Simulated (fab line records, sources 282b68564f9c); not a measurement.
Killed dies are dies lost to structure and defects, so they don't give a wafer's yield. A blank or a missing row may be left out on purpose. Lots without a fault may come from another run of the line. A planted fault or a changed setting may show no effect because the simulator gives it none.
One fault seen from 2 desks | flow rit_cmos | each desk has only its own numbers; what lay behind them comes last

THE METROLOGY DESK
What the gauges read, lot by lot, whatever tool the lot ran on: means of the sampled wafers that have a number. A lot is out of limits, marked OUT, if its mean lies more than 4 standard deviations from the usual mean; the brackets give that distance.
Columns: A = SPACER_NITRIDE_THK at RIT_SPACER_THK_MEAS_04, usual 248.5 nm
lot  | first seen here | A
L884 | day 2 23:09     | 246.3
L885 | day 3 04:19     | 247.7
L886 | day 3 08:59     | 248.3
L887 | day 3 17:08     | 250.8
L888 | day 3 19:03     | 249.4
L889 | day 4 00:05     | 247.6
L890 | day 4 04:27     | 261.3 (+5.6) OUT
L891 | day 4 08:18     | 260.0 (+5.0) OUT
L892 | day 4 13:59     | 261.1 (+5.5) OUT
L899 | day 6 00:27     | 247.5
L900 | day 6 04:56     | 250.5
L902 | day 6 18:26     | 253.7
L904 | day 7 02:10     | 251.1
L906 | day 7 11:03     | 246.0
L907 | day 7 18:40     | 249.5
This desk's finding: out of limits on L890, L891, L892; first on L890, day 4 04:27 (SPACER_NITRIDE_THK at RIT_SPACER_THK_MEAS_04). In limits: L884, L885, L886, L887, L888, L889, L899, L900, L902, L904, L906, L907.

THE TOOL OWNER'S DESK: lpcvd-02
The tool's own readings at RIT_SPACER_CVD_03 (deposits Si3N4 from SiH2Cl2/NH3, target thk 250 nm, time 3300 s): means of the sampled wafers that have a number, for each lot that ran on this tool. A lot is out of limits, marked OUT, if its mean lies more than 4 standard deviations from the usual mean; the brackets give that distance.
Columns: A = pressure_mtorr at RIT_SPACER_CVD_03, usual 300.0 mTorr; B = zone_power_load_pct at RIT_SPACER_CVD_03, usual 20.3 %
lot  | first seen here | A                       | B
L884 | day 2 21:14     | 300.0                   | 19.2
L885 | day 3 02:23     | 299.5                   | 20.0
L886 | day 3 07:03     | 299.7                   | 19.2
L887 | day 3 15:13     | 299.1                   | 20.1
L888 | day 3 17:08     | 300.4                   | 20.2
L890 | day 4 02:32     | 360.1 (+99 or more) OUT | 19.3
L891 | day 4 06:22     | 360.3 (+99 or more) OUT | 19.3
L892 | day 4 12:04     | 359.9 (+99 or more) OUT | 19.9
L906 | day 7 09:08     | 300.1                   | 20.1
L907 | day 7 16:45     | 299.9                   | 20.1
This desk's finding: out of limits on L890, L891, L892; first on L890, day 4 02:32 (pressure_mtorr at RIT_SPACER_CVD_03). In limits: L884, L885, L886, L887, L888, L906, L907.

PUT TOGETHER
The tool owner's desk could have raised an alarm at day 4 02:32, on L890, L891, L892.
The metrology desk could have raised an alarm at day 4 04:27, on L890, L891, L892.
Of the lots named, all ran RIT_SPACER_CVD_03 on lpcvd-02.

WHAT THE SIMULATOR HAD PUT IN
Process parameter drift: lpcvd-02, from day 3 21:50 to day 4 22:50, at RIT_SPACER_CVD_03. Setting pressure_mtorr, moved by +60, from 300. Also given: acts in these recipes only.
Lots struck among those shown: L890, L891, L892.
Hours from the fault's start to each desk's first reading out of limits: the tool owner's desk, 5; the metrology desk, 7.
